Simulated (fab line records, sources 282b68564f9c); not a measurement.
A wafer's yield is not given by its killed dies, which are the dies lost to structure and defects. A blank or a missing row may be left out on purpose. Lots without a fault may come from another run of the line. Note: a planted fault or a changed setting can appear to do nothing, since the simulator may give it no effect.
Comparing a struck lot with a sound one    flow rit_cmos    14 steps out of a route of 202
Sound: wafers L822.1, L822.2, L822.4. The struck wafers were L834.1, L834.2, L834.4. The cause is named last.
Order at every step that has rows: each side's tool, ch and its chambers, its first start. Under that, the readings that differ: sound wafers    struck wafers    difference of the means    sigmas: that difference in standard deviations of wafers without a fault.
alike: readings with means less than 2 such deviations apart, plus words and numbers identical on both sides. not compared: withheld readings, readings lacking a value on some wafer, bounds such as >300 that could conceal the same value, and numbers that have no deviation in the record and whose values overlap.
The two part at a step that has a row with sigmas, a row that says differs or no value, or rows on one side only. Numbers that have no deviation but don't overlap get no sigmas and don't part them. A reading that every wafer of one side lacks parts them only if that side has two wafers or more.

first, 4 steps without rows for these wafers: RIT_NLDD_SOFTBAKE_02 (time 60 s); RIT_NLDD_EXPOSE_03 (exposes mask M7, target cd 40700 nm); RIT_NLDD_PEB_04; RIT_NLDD_DEVELOP_05 (develop time 50 s).
RIT_NLDD_OVL_MEAS_06:
  sound on overlay-01 at day 3 05:08; struck on overlay-01 at day 5 16:13
reading        sound        struck         difference  sigmas
NLDD_OVL (nm)  3.2 2.7 4.0  1.0 -1.4 -0.5  -3.6        -3
then, 2 steps without rows for these wafers: RIT_NLDD_HARDBAKE_07 (time 60 s); RIT_NLDD_IMPLANT_08.
RIT_NLDD_STRIP_09: strips in O2, time 180 s.
  sound on plasma_asher-02 ch 0,1, day 3 05:28; struck on plasma_asher-03 ch 0,1, day 5 16:38
  alike: drypump_motor_current_A
  not compared: rf_hours_counter_h
RIT_NLDD_TW_MEAS_10:
  sound on film_metro-04 at day 3 05:39; struck on film_metro-02 at day 5 16:49
  alike: NLDD_TW
then, 3 steps without rows for these wafers: RIT_PLDD_HMDS_00 (prime time 60 s); RIT_PLDD_COAT_01 (resist thk 1000 nm); RIT_PLDD_SOFTBAKE_02 (time 60 s).
RIT_PLDD_EXPOSE_03: exposes mask M8, target cd 40900 nm.
  struck on iline_stepper-01, day 5 17:41; sound on iline_stepper-01 ch 0, day 3 06:17
  no value came back on the struck wafers for exposure_dose_mJ_cm2, focus_offset_nm (nm), na; on the sound wafers exposure_dose_mJ_cm2 reads 249.88 249.83 250.05
  alike: mask
next, for these wafers, 1 step has no rows: RIT_PLDD_PEB_04.

WHERE THEY PART
At RIT_NLDD_OVL_MEAS_06 first; at RIT_PLDD_EXPOSE_03 last (within this record only).

WHY: whatever the simulator had introduced
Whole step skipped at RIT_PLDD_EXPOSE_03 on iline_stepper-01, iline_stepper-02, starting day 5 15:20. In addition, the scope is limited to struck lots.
